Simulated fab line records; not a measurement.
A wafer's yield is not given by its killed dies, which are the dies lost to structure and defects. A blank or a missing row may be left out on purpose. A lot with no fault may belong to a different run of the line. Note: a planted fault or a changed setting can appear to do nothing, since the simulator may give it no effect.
Chamber matching :: flow berkeley cmos170 :: rie diel-04 running UCB170_ACTIVE_ETCH_15: 4 sister chambers
The step etches Si3N4 in CH3F/Ar/O2, stops on SiO2, target depth 242 nm, time 151 s. 8 wafers are shown with their chamber, then 7 later ones without.

== EACH WAFER AND ITS CHAMBER ==
wafer: L781.4
chamber: 1
drypump motor current A (A): 6.3
throttle valve pct (%): 8.04

wafer: L791.3
chamber: 1
drypump motor current A (A): 6.4
throttle valve pct (%): 8.04

wafer: L791.5
chamber: 2
drypump motor current A (A): 5.0
throttle valve pct (%): 8.11

wafer: L794.3
chamber: 0
drypump motor current A (A): 5.1
throttle valve pct (%): 8.07

wafer: L794.5
chamber: 3
drypump motor current A (A): 5.4
throttle valve pct (%): 8.31

wafer: L794.6
chamber: 0
drypump motor current A (A): 5.1
throttle valve pct (%): 8.09

wafer: L796.1
chamber: 2
drypump motor current A (A): 5.0
throttle valve pct (%): 8.10

wafer: L796.2
chamber: 3
drypump motor current A (A): 5.4
throttle valve pct (%): 8.29

== WAFERS WITH NO CHAMBER GIVEN ==
wafer: L796.5
drypump motor current A (A): 5.1
throttle valve pct (%): 8.08

wafer: L799.1
drypump motor current A (A): 5.0
throttle valve pct (%): 8.10

wafer: L799.2
drypump motor current A (A): 5.1
throttle valve pct (%): 8.06

wafer: L799.4
drypump motor current A (A): 5.4
throttle valve pct (%): 8.30

wafer: L800.1
drypump motor current A (A): 5.1
throttle valve pct (%): 8.09

wafer: L800.3
drypump motor current A (A): 6.4
throttle valve pct (%): 8.04

wafer: L800.5
drypump motor current A (A): 5.1
throttle valve pct (%): 8.07

== THE CHAMBER EACH PASSED THROUGH ==
wafer: L796.5
from the rows above: 0
in truth: 0

wafer: L799.1
from the rows above: 2
in truth: 2

wafer: L799.2
from the rows above: 0
in truth: 0

wafer: L799.4
from the rows above: 3
in truth: 3

wafer: L800.1
from the rows above: 0
in truth: 0

wafer: L800.3
from the rows above: 1
in truth: 1

wafer: L800.5
from the rows above: 0
in truth: 0
7 of 7 placed correctly. From these rows, 0 cannot be placed. 0 placed wrongly.
How it was worked out, from the rows above alone: a wafer's distance from a chamber is the root of the sum, over the readings, of the square of ((its reading less the chamber's mean) divided by the reading's scatter). If the next closest chamber is less than 2 further off than the closest, the wafer can't be placed; otherwise it belongs to the closest. A chamber's mean is the mean of its shown wafers. The scatter: take each reading less its chamber's mean, square it, sum over the shown wafers, divide by the number of wafers less the number of chambers, and take the root.
